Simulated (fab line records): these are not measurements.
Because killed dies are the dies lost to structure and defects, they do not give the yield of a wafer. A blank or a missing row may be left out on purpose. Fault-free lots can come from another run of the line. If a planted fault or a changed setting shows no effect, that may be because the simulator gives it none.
Chamber matching | flow berkeleyCmos170 | UCB170_GATE_WET_ETCH_00 on wetBench-04 has 4 sister chambers
The step etches SiO2 in dHF, time 200 s. 24 wafers are shown with their chamber, then 12 later ones without.

## WAFERS WITH THEIR CHAMBER
wafer  | chamber | runLengthS (s) | bathHeatDutyPct (%)
L870.1 | 1       | 233            | 6.1
L870.3 | 1       | 233            | 6.1
L870.5 | 1       | 233            | 6.3
L873.2 | 2       | 232            | 6.1
L873.4 | 2       | 232            | 6.5
L873.6 | 2       | 232            | 6.3
L871.1 | 1       | 235            | 5.9
L871.4 | 1       | 235            | 7.1
L871.5 | 1       | 235            | 6.9
L876.3 | 3       | 234            | 5.7
L876.4 | 3       | 234            | 6.6
L876.5 | 3       | 234            | 6.5
L879.2 | 1       | 235            | 5.9
L879.3 | 1       | 235            | 6.7
L879.5 | 1       | 235            | 6.6
L886.2 | 0       | 234            | 5.8
L886.3 | 0       | 234            | 5.4
L886.4 | 0       | 234            | 6.3
L887.1 | 1       | 235            | 7.2
L887.4 | 1       | 235            | 5.8
L887.5 | 1       | 235            | 6.5
L888.2 | 1       | 235            | 6.5
L888.4 | 1       | 235            | 6.6
L888.6 | 1       | 235            | 6.5

SIGNATURES, as means of the wafers listed above
reading         | chamber 0 | chamber 1 | chamber 2 | chamber 3 | scatter within a chamber
runLengthS      | 234.00    | 234.60    | 232.00    | 234.00    | 0.693
bathHeatDutyPct | 5.833     | 6.447     | 6.300     | 6.267     | 0.423
Rule: a wafer lies at a distance from a chamber equal to the root of the sum of squares, over the readings, of (its reading less the chamber's mean, divided by the reading's scatter). The wafer belongs to the nearest chamber; if the next one is less than 2 further off, it can't be placed. The scatter is the square root of a quotient: the sum, over the shown wafers, of each reading's squared deviation from its chamber's mean, divided by wafers minus chambers.

## WAFERS MISSING THEIR CHAMBER
wafer  | runLengthS (s) | bathHeatDutyPct (%)
L889.2 | 224            | 6.0
L889.3 | 224            | 5.8
L889.5 | 224            | 5.2
L891.1 | 227            | 6.5
L891.2 | 227            | 5.9
L891.3 | 227            | 6.3
L892.4 | 227            | 4.9
L892.5 | 227            | 5.8
L892.6 | 227            | 7.1
L893.2 | 224            | 6.1
L893.4 | 224            | 5.9
L893.6 | 224            | 6.7

## WHICH CHAMBER EACH ONE RAN IN
wafer  | from the rows above | in truth
L889.2 | 2                   | 2
L889.3 | 2                   | 2
L889.5 | 2                   | 2
L891.1 | 2                   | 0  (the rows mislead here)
L891.2 | 2                   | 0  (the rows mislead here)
L891.3 | 2                   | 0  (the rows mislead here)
L892.4 | 2                   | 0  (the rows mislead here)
L892.5 | 2                   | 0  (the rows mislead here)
L892.6 | 2                   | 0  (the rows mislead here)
L893.2 | 2                   | 2
L893.4 | 2                   | 2
L893.6 | 2                   | 2
Placed correctly: 6 of 12. Number that these rows cannot place: 0. Placed wrongly: 6.
